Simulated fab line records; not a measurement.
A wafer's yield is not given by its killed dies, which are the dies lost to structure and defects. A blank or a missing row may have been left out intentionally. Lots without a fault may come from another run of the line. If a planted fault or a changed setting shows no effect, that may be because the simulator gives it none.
A struck lot beside a sound one    flow ritCmos    14 steps out of a route of 202
Sound: wafers L448.4, L448.5, L448.6. The struck wafers were L442.2, L442.3, L442.5. At the end, the cause is stated.
Each step with rows lists, per side, the tool, then ch with its chambers, then its first start. Under that, the readings that differ: sound wafers    struck wafers    difference of the means    sigmas: that difference in standard deviations of wafers without a fault.
alike: readings whose means differ by less than 2 such deviations, and words and numbers that are the same on both sides. not compared: withheld readings, readings that some wafer has no value for, bounds like >300 that may hide the same value, and numbers for which the record gives no deviation and whose values overlap.
The two part at a step that has a row with sigmas, a row that says differs or no value, or rows on one side only. Non-overlapping numbers with no deviation appear without sigmas and do not part them. A reading that every wafer of one side lacks parts them only if that side has two wafers or more.

RIT_CONTACT_STRIP_12: strips in O2, time 180 s.
  sound on plasmaAsher-03 ch 0,1, day 7 13:02; struck on plasmaAsher-01 ch 0,1, day 6 02:48
reading                   sound        struck       difference  sigmas
drypumpMotorCurrentA (A)  6.3 5.8 6.3  5.1 5.1 5.7  -0.8        -2
  not compared: rfHoursCounterH
RIT_CONTACT_CD_MEAS_90 targets a cd of 1000 nm.
  struck on cdSem-01, day 6 03:00; sound on cdSem-02, day 7 13:13
  alike: cdNm
then, 2 steps without rows for these wafers: RIT_CONTACT_CLEAN_13 (cleans in SC1, time 600 s); RIT_CONTACT_CLEAN_14 (cleans in SC2, time 600 s).
RIT_M1_SPUTTER_00: material Al, target thk 400 nm, time 500 s.
  struck on pvdSputter-04, day 6 03:28; sound on pvdSputter-04, day 7 13:37
  alike: throttleValvePct
RIT_M1_RS_MEAS_01: the measuring method here is four-point-probe.
  struck on filmMetro-04, day 6 03:47; sound on filmMetro-02, day 7 13:59
  alike: M1_AL_RS
RIT_M1_THK_MEAS_02: measures by xrf.
  struck on filmMetro-04, day 6 03:53; sound on filmMetro-02, day 7 14:04
  alike: M1_AL_THK
then, 5 steps without rows for these wafers: RIT_M1_HMDS_03 (prime time 60 s); RIT_M1_COAT_04 (resist thk 1300 nm); RIT_M1_SOFTBAKE_05 (time 60 s); RIT_M1_EXPOSE_06 (exposes mask M12, target cd 2600 nm); RIT_M1_PEB_07.
RIT_M1_DEVELOP_08: develop time 68 s.
  sound on lithoTrack-03 ch 0, day 7 14:00; struck on lithoTrack-03, day 6 04:00
  no value came back on the struck wafers for chillPlateTempC (C), developTimeS (s); on the sound wafers chillPlateTempC (C) reads 23.04 22.95 23.14
RIT_M1_CD_MEAS_09 targets a cd of 2600 nm.
  struck on cdSem-01, day 6 04:58; sound on cdSem-01, day 7 15:02
reading    sound                 struck  difference                     sigmas
cdNm (nm)  2603.5 2602.5 2604.7  - - -   no value on the struck wafers  

WHERE THEY PART
First at RIT_CONTACT_STRIP_12; last, within this record, at RIT_M1_CD_MEAS_09.

WHY: the cause the simulator had injected
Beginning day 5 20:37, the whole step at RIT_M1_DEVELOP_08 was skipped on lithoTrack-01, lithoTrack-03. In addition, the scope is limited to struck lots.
